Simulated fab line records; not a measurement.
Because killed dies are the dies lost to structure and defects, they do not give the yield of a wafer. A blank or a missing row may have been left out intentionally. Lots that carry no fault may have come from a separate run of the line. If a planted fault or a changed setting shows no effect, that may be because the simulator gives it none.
Which tool did it? / flow berkeley-cmos170 / 14 lots with 42 wafers sampled at 6 steps, on a route of 331 steps

WHAT THE GAUGES READ, wafer by wafer
UCB170_NVT_OVL_MEAS_06. Usual: NVT_OVL -2 nm, standard deviation 7.1.
lot=L991; measured=day 7 11:14; on=overlay-01; NVT_OVL (nm)=-7 -11 -18; flag=
lot=L992; measured=day 7 11:31; on=overlay-01; NVT_OVL (nm)=2 8 -3; flag=
lot=L993; measured=day 7 11:47; on=overlay-01; NVT_OVL (nm)=-6 -2 2; flag=
lot=L997; measured=day 8 00:11; on=overlay-01; NVT_OVL (nm)=-17 -15 -14; flag=
lot=L996; measured=day 8 00:12; on=overlay-02; NVT_OVL (nm)=-11 -12 -8; flag=
lot=L995; measured=day 8 00:28; on=overlay-02; NVT_OVL (nm)=-4 -6 -1; flag=
lot=L999; measured=day 8 13:29; on=overlay-01; NVT_OVL (nm)=1 3 0; flag=
lot=L998; measured=day 8 13:35; on=overlay-02; NVT_OVL (nm)=2 -2 -5; flag=
lot=L100; measured=day 9 03:55; on=overlay-02; NVT_OVL (nm)=-1 0 1; flag=
lot=L103; measured=day 9 19:16; on=overlay-01; NVT_OVL (nm)=7 8 4; flag=
lot=L106; measured=day 10 02:32; on=overlay-01; NVT_OVL (nm)=13 8 8; flag=
lot=L109; measured=day 10 19:59; on=overlay-01; NVT_OVL (nm)=-4 -7 -11; flag=
lot=L112; measured=day 11 02:16; on=overlay-01; NVT_OVL (nm)=1 -1 -8; flag=
lot=L111; measured=day 11 02:37; on=overlay-01; NVT_OVL (nm)=5 -1 3; flag=

UCB170_PVT_OVL_MEAS_06. Usual: PVT_OVL -1 nm, standard deviation 5.9.
lot=L991; measured=day 7 13:31; on=overlay-02; PVT_OVL (nm)=-6 -7 -3; flag=
lot=L992; measured=day 7 13:40; on=overlay-01; PVT_OVL (nm)=-5 -3 1; flag=
lot=L993; measured=day 7 13:59; on=overlay-01; PVT_OVL (nm)=-6 -13 -13; flag=
lot=L997; measured=day 8 01:56; on=overlay-02; PVT_OVL (nm)=4 5 0; flag=
lot=L996; measured=day 8 01:58; on=overlay-01; PVT_OVL (nm)=-5 -8 -5; flag=
lot=L995; measured=day 8 02:14; on=overlay-02; PVT_OVL (nm)=9 5 10; flag=
lot=L999; measured=day 8 17:52; on=overlay-01; PVT_OVL (nm)=5 7 7; flag=
lot=L998; measured=day 8 17:59; on=overlay-02; PVT_OVL (nm)=5 3 6; flag=
lot=L100; measured=day 9 05:37; on=overlay-02; PVT_OVL (nm)=-5 1 7; flag=
lot=L103; measured=day 9 20:46; on=overlay-01; PVT_OVL (nm)=2 5 0; flag=
lot=L106; measured=day 10 04:14; on=overlay-02; PVT_OVL (nm)=-7 -9 -2; flag=
lot=L109; measured=day 10 22:10; on=overlay-02; PVT_OVL (nm)=-6 0 -5; flag=
lot=L112; measured=day 11 04:59; on=overlay-02; PVT_OVL (nm)=-1 1 -2; flag=
lot=L111; measured=day 11 04:26; on=overlay-02; PVT_OVL (nm)=17 7 7; flag=

UCB170_PLDD_TW_MEAS_11. Usual: PLDD_TW 1006, standard deviation 7.2.
lot=L991; measured=day 8 07:22; on=film-metro-02; PLDD_TW=1003 1000 995; flag=
lot=L992; measured=day 8 07:30; on=film-metro-01; PLDD_TW=1023 1023 1022; flag=
lot=L993; measured=day 8 07:55; on=film-metro-04; PLDD_TW=1005 1006 1001; flag=
lot=L997; measured=day 9 00:12; on=film-metro-01; PLDD_TW=1023 1023 1014; flag=
lot=L996; measured=day 9 01:29; on=film-metro-02; PLDD_TW=1001 1005 1001; flag=
lot=L995; measured=day 9 00:24; on=film-metro-04; PLDD_TW=1006 1003 1006; flag=
lot=L999; measured=day 9 16:45; on=film-metro-02; PLDD_TW=1003 1005 1005; flag=
lot=L998; measured=day 9 16:13; on=film-metro-02; PLDD_TW=1003 1006 1001; flag=
lot=L100; measured=day 10 00:24; on=film-metro-04; PLDD_TW=1002 1005 1002; flag=
lot=L103; measured=day 10 15:56; on=film-metro-02; PLDD_TW=994 998 1002; flag=
lot=L106; measured=day 10 20:19; on=film-metro-01; PLDD_TW=1018 1015 1013; flag=
lot=L109; measured=day 11 20:57; on=film-metro-01; PLDD_TW=1013 1014 1015; flag=
lot=L112; measured=day 12 00:52; on=film-metro-04; PLDD_TW=1036 1040 1039; flag=OFF
lot=L111; measured=day 12 01:40; on=film-metro-02; PLDD_TW=1037 1041 1035; flag=OFF

UCB170_NLDD_OVL_MEAS_07. Usual: NLDD_OVL -1 nm, standard deviation 5.4.
lot=L991; measured=day 8 09:01; on=overlay-02; NLDD_OVL (nm)=-4 -5 -1; flag=
lot=L992; measured=day 8 09:18; on=overlay-02; NLDD_OVL (nm)=3 -1 0; flag=
lot=L993; measured=day 8 09:34; on=overlay-02; NLDD_OVL (nm)=-1 -6 -2; flag=
lot=L997; measured=day 9 01:35; on=overlay-02; NLDD_OVL (nm)=0 -1 3; flag=
lot=L996; measured=day 9 02:41; on=overlay-01; NLDD_OVL (nm)=0 -4 -2; flag=
lot=L995; measured=day 9 01:53; on=overlay-02; NLDD_OVL (nm)=-16 -2 -13; flag=
lot=L999; measured=day 9 18:00; on=overlay-01; NLDD_OVL (nm)=10 10 13; flag=
lot=L998; measured=day 9 17:49; on=overlay-02; NLDD_OVL (nm)=-1 -4 2; flag=
lot=L100; measured=day 10 01:35; on=overlay-02; NLDD_OVL (nm)=0 0 0; flag=
lot=L103; measured=day 10 17:08; on=overlay-02; NLDD_OVL (nm)=-4 -11 -7; flag=
lot=L106; measured=day 10 22:29; on=overlay-02; NLDD_OVL (nm)=-1 13 2; flag=
lot=L109; measured=day 11 23:48; on=overlay-01; NLDD_OVL (nm)=-3 -3 -5; flag=
lot=L112; measured=day 12 02:47; on=overlay-01; NLDD_OVL (nm)=11 1 3; flag=
lot=L111; measured=day 12 03:20; on=overlay-02; NLDD_OVL (nm)=-7 -2 -8; flag=

UCB170_SDANNEAL_RS_MEAS_04: measurement is done with a four-point probe. Usual: PLDD_RS 1032 ohm/sq, standard deviation 3.3.
lot=L991; measured=day 8 22:54; on=film-metro-04; PLDD_RS (ohm/sq)=1035 1038 1031; flag=
lot=L992; measured=day 8 23:26; on=film-metro-04; PLDD_RS (ohm/sq)=1033 1033 1035; flag=
lot=L993; measured=day 8 23:28; on=film-metro-02; PLDD_RS (ohm/sq)=1036 1037 1032; flag=
lot=L997; measured=day 9 16:31; on=film-metro-01; PLDD_RS (ohm/sq)=1040 1037 1039; flag=
lot=L996; measured=day 9 16:47; on=film-metro-04; PLDD_RS (ohm/sq)=1027 1029 1029; flag=
lot=L995; measured=day 9 17:05; on=film-metro-02; PLDD_RS (ohm/sq)=1030 1032 1031; flag=
lot=L999; measured=day 10 07:31; on=film-metro-01; PLDD_RS (ohm/sq)=1035 1034 1033; flag=
lot=L998; measured=day 10 07:06; on=film-metro-02; PLDD_RS (ohm/sq)=1027 1025 1027; flag=
lot=L100; measured=day 10 13:38; on=film-metro-02; PLDD_RS (ohm/sq)=1029 1032 1032; flag=
lot=L103; measured=day 11 06:00; on=film-metro-02; PLDD_RS (ohm/sq)=1036 1032 1036; flag=
lot=L106; measured=day 11 10:09; on=film-metro-04; PLDD_RS (ohm/sq)=1031 1032 1032; flag=
lot=L109; measured=day 12 16:34; on=film-metro-04; PLDD_RS (ohm/sq)=1033 1031 1034; flag=
lot=L112; measured=day 12 16:26; on=film-metro-02; PLDD_RS (ohm/sq)=949 950 947; flag=OFF
lot=L111; measured=day 12 16:56; on=film-metro-02; PLDD_RS (ohm/sq)=953 949 950; flag=OFF

TOOL THAT RAN EACH LOT (tool first, then ch and the chambers of the sampled wafers, then the start)
lot=L991; UCB170_PLDD_IMPLANT_08=implanter-03 ch 0, day 8 06:58
lot=L992; UCB170_PLDD_IMPLANT_08=implanter-02 ch 0, day 8 07:07
lot=L993; UCB170_PLDD_IMPLANT_08=implanter-03 ch 0, day 8 07:31
lot=L997; UCB170_PLDD_IMPLANT_08=implanter-04 ch 0, day 8 23:49
lot=L996; UCB170_PLDD_IMPLANT_08=implanter-02 ch 0, day 9 01:05
lot=L995; UCB170_PLDD_IMPLANT_08=implanter-03 ch 0, day 9 00:03
lot=L999; UCB170_PLDD_IMPLANT_08=implanter-02 ch 0, day 9 16:23
lot=L998; UCB170_PLDD_IMPLANT_08=implanter-04 ch 0, day 9 15:49
lot=L100; UCB170_PLDD_IMPLANT_08=implanter-04 ch 0, day 10 00:00
lot=L103; UCB170_PLDD_IMPLANT_08=implanter-03 ch 0, day 10 15:32
lot=L106; UCB170_PLDD_IMPLANT_08=implanter-02 ch 0, day 10 19:55
lot=L109; UCB170_PLDD_IMPLANT_08=implanter-03 ch 0, day 11 20:33
lot=L112; UCB170_PLDD_IMPLANT_08=implanter-02 ch 0, day 12 00:28
lot=L111; UCB170_PLDD_IMPLANT_08=implanter-02 ch 0, day 12 01:16
- UCB170_PLDD_IMPLANT_08

AS READ BY THE TOOLS THEMSELVES (means over the sampled wafers that have a number; for cases with no such wafer, the mark the record gives instead)
UCB170_PLDD_IMPLANT_08. Usual: beam-on-s 10.01 s, standard deviation 0.23; end-station-pressure-torr 5.1e-06 Torr, standard deviation 2.9e-07; faraday-current-uA 158, standard deviation 3.6.
lot=L991; tool=implanter-03; beam-on-s (s)=9.86; end-station-pressure-torr (Torr)=5.3e-06; faraday-current-uA=161; flag=
lot=L992; tool=implanter-02; beam-on-s (s)=10.00; end-station-pressure-torr (Torr)=5.1e-06; faraday-current-uA=158; flag=
lot=L993; tool=implanter-03; beam-on-s (s)=9.95; end-station-pressure-torr (Torr)=5.2e-06; faraday-current-uA=159; flag=
lot=L997; tool=implanter-04; beam-on-s (s)=10.05; end-station-pressure-torr (Torr)=5.3e-06; faraday-current-uA=158; flag=
lot=L996; tool=implanter-02; beam-on-s (s)=10.01; end-station-pressure-torr (Torr)=5.2e-06; faraday-current-uA=158; flag=
lot=L995; tool=implanter-03; beam-on-s (s)=9.95; end-station-pressure-torr (Torr)=5.1e-06; faraday-current-uA=159; flag=
lot=L999; tool=implanter-02; beam-on-s (s)=10.05; end-station-pressure-torr (Torr)=5.3e-06; faraday-current-uA=158; flag=
lot=L998; tool=implanter-04; beam-on-s (s)=10.13; end-station-pressure-torr (Torr)=5.3e-06; faraday-current-uA=156; flag=
lot=L100; tool=implanter-04; beam-on-s (s)=9.78; end-station-pressure-torr (Torr)=5.3e-06; faraday-current-uA=162; flag=
lot=L103; tool=implanter-03; beam-on-s (s)=9.93; end-station-pressure-torr (Torr)=5.2e-06; faraday-current-uA=160; flag=
lot=L106; tool=implanter-02; beam-on-s (s)=10.28; end-station-pressure-torr (Torr)=5.0e-06; faraday-current-uA=154; flag=
lot=L109; tool=implanter-03; beam-on-s (s)=10.18; end-station-pressure-torr (Torr)=5.1e-06; faraday-current-uA=156; flag=
lot=L112; tool=implanter-02; beam-on-s (s)=12.20; end-station-pressure-torr (Torr)=9.5e-05; faraday-current-uA=131; flag=OFF
lot=L111; tool=implanter-02; beam-on-s (s)=11.87; end-station-pressure-torr (Torr)=9.6e-05; faraday-current-uA=135; flag=OFF

THE ANSWER, worked out from the rows above alone
Rule: a lot counts as off when the mean over its wafers that have a number is more than 3 standard deviations away from the usual mean. A lot without any number at a reading at which 4 lots or more have one is off too. All remaining lots with rows at the step are treated as sound. The gauges are gone through in route order, then the tools' own readings, and for those a lot's mean is taken as printed above. At the first step where some lot is off, the reading lying furthest off is the one used; lots without a number count as furthest.
Off: L112, L111, seen at UCB170_PLDD_TW_MEAS_11 (PLDD_TW).
A tool fits if, at a process step before that reading, it ran every lot that is off, and no sound lot after the first of them. Not tried: the gauges at UCB170_PLDD_TW_MEAS_11; whatever is off there is also off at UCB170_PLDD_IMPLANT_08, on other tools, and gauge error can't account for it. One fits: UCB170_PLDD_IMPLANT_08 on implanter-02. A fault onset in the window from L106 (day 10 19:55, its last sound lot) to L112 (day 12 00:28, its first lot off) fits.
The tool's own readings at UCB170_PLDD_IMPLANT_08 bear it out: on the lots that are off they differ by more than 5 times the standard deviation of the sound lots' means. beam-on-s reads 12.04 s there against 10.01 s on the sound lots; end-station-pressure-torr reads 9.6e-05 Torr there against 5.2e-06 Torr on the sound lots; faraday-current-uA reads 133 there against 158 on the sound lots.

WHAT THE SIMULATOR HAD INSERTED
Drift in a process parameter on implanter-02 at UCB170_PLDD_IMPLANT_08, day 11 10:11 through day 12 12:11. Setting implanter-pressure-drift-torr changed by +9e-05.
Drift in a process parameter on implanter-02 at UCB170_PLDD_IMPLANT_08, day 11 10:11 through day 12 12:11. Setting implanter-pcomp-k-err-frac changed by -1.
Struck lots among those shown: L112, L111. This agrees with what the rule above found.
